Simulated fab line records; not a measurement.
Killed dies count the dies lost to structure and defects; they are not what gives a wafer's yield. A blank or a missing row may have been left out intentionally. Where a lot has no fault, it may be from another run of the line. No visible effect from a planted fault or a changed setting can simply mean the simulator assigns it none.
A struck lot beside a sound one ; flow ritCmos ; 44 out of 202 route steps
Sound: the wafers L579.1, L579.2, L579.4. Wafers struck: L588.3, L588.5, L588.6. The cause is given at the end.
Order at every step that has rows: each side's tool, ch and its chambers, its first start. Under that, the readings that differ: sound wafers ; struck wafers ; difference of the means ; sigmas: that difference in standard deviations of wafers without a fault.
alike: readings whose means differ by less than 2 such deviations, and words and numbers that are the same on both sides. not compared: withheld readings, readings that some wafer has no value for, bounds like >300 that may hide the same value, and numbers for which the record gives no deviation and whose values overlap.
The two part at a step that has a row with sigmas, a row that says differs or no value, or rows on one side only. Numbers that have no deviation but don't overlap get no sigmas and don't part them. A reading that every wafer of one side lacks parts them only if that side has two wafers or more.

first, 4 steps without rows for these wafers: RIT_PLDD_SOFTBAKE_02 (time 60 s); RIT_PLDD_EXPOSE_03 (exposes mask M8, target cd 40900 nm); RIT_PLDD_PEB_04; RIT_PLDD_DEVELOP_05 (develop time 50 s).
RIT_PLDD_OVL_MEAS_06:
  sound: overlay-01 at day 4 01:13; struck: overlay-02 at day 6 04:56
  alike: PLDD_OVL
then, 2 steps without rows for these wafers: RIT_PLDD_HARDBAKE_07 (time 60 s); RIT_PLDD_IMPLANT_08.
RIT_PLDD_STRIP_09: strips in O2, time 180 s.
  sound on plasmaAsher-04 ch 0,1, day 4 01:33; struck on plasmaAsher-02 ch 0,1, day 6 05:19
  alike: drypumpMotorCurrentA
  not compared: rfHoursCounterH
RIT_PLDD_TW_MEAS_10:
  sound: filmMetro-04 at day 4 01:43; struck: filmMetro-03 at day 6 05:27
  alike: PLDD_TW
then, 3 steps without rows for these wafers: RIT_SPACER_CLEAN_00 (cleans in SC1, time 600 s); RIT_SPACER_CLEAN_01 (cleans in dHF, time 30 s); RIT_SPACER_CLEAN_02 (cleans in SC2, time 600 s).
RIT_SPACER_CVD_03: deposits Si3N4 from SiH2Cl2/NH3, target thk 250 nm, time 3300 s.
  sound on lpcvd-02 ch 0, day 4 02:09; struck on lpcvd-02 ch 1, day 6 05:53
reading;sound;struck;difference;sigmas
sih2cl2FlowSccm (sccm);60.01 59.73 59.82;90.11 90.00 90.02;+30.19;+99 or more
model.Si3N4_of_SPACER_CVD_03.thkNm (nm);248 247.5 245.6;288.7 288 287.6;+41.1;
RIT_SPACER_THK_MEAS_04:
  sound: filmMetro-03 at day 4 04:04; struck: filmMetro-02 at day 6 07:49
reading;sound;struck;difference;sigmas
SPACER_NITRIDE_THK (nm);247.9 247.5 245.5;288.5 288.1 287.8;+41.2;+19
RIT_SPACER_ETCHBACK_05: etches Si3N4 in SF6/CHF3, stops on SiO2, target depth 250 nm, time 240 s.
  sound on rieDiel-02 ch 1,2,3, day 4 04:07; struck on rieDiel-04 ch 0,1,3, day 6 07:51
reading;sound;struck;difference;sigmas
oesProductAu (a.u.);0.837 0.834 0.831;0.930 0.913 0.965;+0.102;+6
model.etch.depthNm (nm);248 247.5 245.6;288.7 288 287.6;+41.1;
  alike: drypumpMotorCurrentA, rfFwdPowerW, throttleValvePct
  not compared: rfHoursCounterH
then, 6 steps without rows for these wafers: RIT_NSD_HMDS_00 (prime time 60 s); RIT_NSD_COAT_01 (resist thk 1000 nm); RIT_NSD_SOFTBAKE_02 (time 60 s); RIT_NSD_EXPOSE_03 (exposes mask M9, target cd 40700 nm); RIT_NSD_PEB_04; RIT_NSD_DEVELOP_05 (develop time 50 s).
RIT_NSD_OVL_MEAS_06:
  sound: overlay-01 at day 4 05:15; struck: overlay-01 at day 6 08:56
  alike: NSD_OVL
then, 2 steps without rows for these wafers: RIT_NSD_HARDBAKE_07 (time 60 s); RIT_NSD_IMPLANT_08.
RIT_NSD_STRIP_09: strips in O2, time 180 s.
  sound on plasmaAsher-03 ch 0,1, day 4 05:35; struck on plasmaAsher-04 ch 0,1, day 6 09:19
  alike: drypumpMotorCurrentA
  not compared: rfHoursCounterH
RIT_NSD_TW_MEAS_10:
  sound: filmMetro-01 at day 4 05:46; struck: filmMetro-01 at day 6 09:27
  alike: NSD_TW
then, 6 steps without rows for these wafers: RIT_PSD_HMDS_00 (prime time 60 s); RIT_PSD_COAT_01 (resist thk 1000 nm); RIT_PSD_SOFTBAKE_02 (time 60 s); RIT_PSD_EXPOSE_03 (exposes mask M10, target cd 40900 nm); RIT_PSD_PEB_04; RIT_PSD_DEVELOP_05 (develop time 50 s).
RIT_PSD_OVL_MEAS_06:
  sound: overlay-02 at day 4 06:48; struck: overlay-01 at day 6 10:32
  alike: PSD_OVL
then, 2 steps without rows for these wafers: RIT_PSD_HARDBAKE_07 (time 60 s); RIT_PSD_IMPLANT_08.
RIT_PSD_STRIP_09: strips in O2, time 180 s.
  sound on plasmaAsher-03 ch 0,1, day 4 07:08; struck on plasmaAsher-03 ch 0,1, day 6 10:55
  alike: drypumpMotorCurrentA
  not compared: rfHoursCounterH
RIT_PSD_TW_MEAS_10:
  sound: filmMetro-04 at day 4 07:19; struck: filmMetro-04 at day 6 11:03
  alike: PSD_TW
then, 3 steps without rows for these wafers: RIT_SDANNEAL_CLEAN_00 (cleans in SC1, time 600 s); RIT_SDANNEAL_CLEAN_01 (cleans in dHF, time 30 s); RIT_SDANNEAL_CLEAN_02 (cleans in SC2, time 600 s).
RIT_SDANNEAL_RTA_03: time 5 s.
  sound on rtpAnneal-02 ch 0, day 4 07:45; struck on rtpAnneal-01 ch 0, day 6 11:42
  alike: wafer_temp_C_max
RIT_SDANNEAL_RS_MEAS_04: measures by four-point-probe.
  sound: filmMetro-03 at day 4 07:49; struck: filmMetro-03 at day 6 11:47
  alike: PSD_RS
RIT_SILICIDE_WET_ETCH_00: etches SiO2 in BOE, target depth 14 nm, time 15 s.
  sound on wetBench-02 ch 0, day 4 08:17; struck on wetBench-01 ch 2, day 6 12:13
reading;sound;struck;difference;sigmas
model.Si3N4_of_SPACER_CVD_03.thkNm (nm);193.4 192.9 191.4;225.2 225.3 223.9;+32.2;
RIT_M1_PROBE_99:
  sound: prober-01 at day 4 15:10; struck: prober-02 at day 6 19:27
reading;sound;struck;difference;sigmas
model.etest.pplusSal.widthNm (nm);3444 3439 3453;3352 3341 3363;-93;
model.etest.nplusSal.widthNm (nm);3433 3436 3437;3358 3317 3355;-92;
model.etest.nmos_0p15.rOnOhmUm;1150 1136 1143;1096 1074 1086;-58;
model.etest.nwellPinched.rsOhmSq;341.4 339.6 339.9;320.3 319.7 320.8;-20.0;
model.etest.pwellPinched.rsOhmSq;457.4 461.3 471;435.3 426.3 429.1;-33.0;
model.etest.nmos_0p3.driveUaUm;223.7 219.2 219.7;213.7 213.8 212.8;-7.4;
model.etest.contactNplus.endOhmUm;39.61 39.3 39.4;36.07 35.73 36.57;-3.31;
model.etest.diodeNplusComb.leakLog10ACm2;-5.051 -5.061 -5.305;-5.539 -5.652 -5.679;-0.484;

== WHERE THEY PART ==
Earliest at RIT_SPACER_CVD_03; latest, in this record, at RIT_SPACER_ETCHBACK_05. Later steps at which nothing parts them and some readings are alike: RIT_NSD_OVL_MEAS_06, RIT_NSD_STRIP_09, RIT_NSD_TW_MEAS_10, RIT_PSD_OVL_MEAS_06, RIT_PSD_STRIP_09, RIT_PSD_TW_MEAS_10, RIT_SDANNEAL_RTA_03, RIT_SDANNEAL_RS_MEAS_04.

WHY: what had been put in by the simulator
lpcvd-02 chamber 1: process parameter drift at RIT_SPACER_CVD_03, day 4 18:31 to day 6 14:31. The setting sih2cl2FlowSccm was moved by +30, starting from 60. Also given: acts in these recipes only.
